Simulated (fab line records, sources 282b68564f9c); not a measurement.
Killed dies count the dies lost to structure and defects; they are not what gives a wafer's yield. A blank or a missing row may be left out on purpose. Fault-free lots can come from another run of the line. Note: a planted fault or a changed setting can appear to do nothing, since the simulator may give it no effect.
What tool caused it? | flow rit_cmos | 15 lots (45 wafers sampled), 1 step of a 202-step route

== WHAT THE GAUGES READ, wafer by wafer ==
Not one reading of a measure or inspect step in the record can be checked against a usual standard deviation.

== WHAT TOOL EACH LOT RAN ON (gives the tool, then ch and the chambers of the sampled wafers, and finally the start) ==
lot  | RIT_ACTIVE_DEVELOP_10
L831 | litho_track-03 ch 0, day 1 15:00
L832 | litho_track-03 ch 0, day 1 20:00
L833 | litho_track-03 ch 0, day 2 01:00
L834 | litho_track-03 ch 0, day 2 06:00
L836 | litho_track-03, day 2 15:00
L837 | litho_track-03, day 2 22:00
L838 | litho_track-03, day 3 02:00
L839 | litho_track-03 ch 0, day 3 06:00
L840 | litho_track-03 ch 0, day 3 12:00
L841 | litho_track-04 ch 0, day 3 17:00
L845 | litho_track-02 ch 0, day 4 12:00
L850 | litho_track-04 ch 0, day 5 15:00
L851 | litho_track-04 ch 0, day 5 19:00
L853 | litho_track-02 ch 0, day 6 04:00
L854 | litho_track-03 ch 0, day 6 09:00
- RIT_ACTIVE_DEVELOP_10: develop time 50 s.

== WHAT THE TOOLS THEMSELVES READ (means of the sampled wafers that have a number; where no wafer has one, the mark that the record gives instead) ==
RIT_ACTIVE_DEVELOP_10.
lot  | tool           | chill_plate_temp_C (C)
L831 | litho_track-03 | 22.94
L832 | litho_track-03 | 23.02
L833 | litho_track-03 | 22.95
L834 | litho_track-03 | 22.93
L836 | litho_track-03 | -
L837 | litho_track-03 | -
L838 | litho_track-03 | -
L839 | litho_track-03 | 23.03
L840 | litho_track-03 | 22.95
L841 | litho_track-04 | 23.16
L845 | litho_track-02 | 23.01
L850 | litho_track-04 | 23.03
L851 | litho_track-04 | 23.04
L853 | litho_track-02 | 23.09
L854 | litho_track-03 | 23.03

== THE ANSWER, worked out from the rows above alone ==
Rule: what is usual is taken from the lots themselves. Put in order of their means at a reading, lots are off if they are a third of the lots or fewer, leave a main group of 4 or more, and stand apart from it by a gap of 3 or more times the standard deviation of the main group's means; of several such gaps the widest counts. The tables above print the reading to a certain number of digits; a main group whose means all agree to those digits is not used. A lot without any number at a reading at which 4 lots or more have one is off too. Where the step has rows for the other lots, those lots are counted as sound. First the gauges in route order, then the tools' own readings, where a lot's mean is used as printed above. The first step at which some lot is off is used, and at that step the reading that is off furthest; a lot without a number counts as furthest.
Off, at RIT_ACTIVE_DEVELOP_10 on chill_plate_temp_C: L836, L837, L838. Without a number there: L836, L837, L838. Main group: mean 23.02 C, sd 0.064.
A tool fits if, at that step or a process step before it, it ran every lot that is off, and no sound lot after the first of them. Of those tried, none fits.

== WHAT HAD BEEN PUT IN BY THE SIMULATOR ==
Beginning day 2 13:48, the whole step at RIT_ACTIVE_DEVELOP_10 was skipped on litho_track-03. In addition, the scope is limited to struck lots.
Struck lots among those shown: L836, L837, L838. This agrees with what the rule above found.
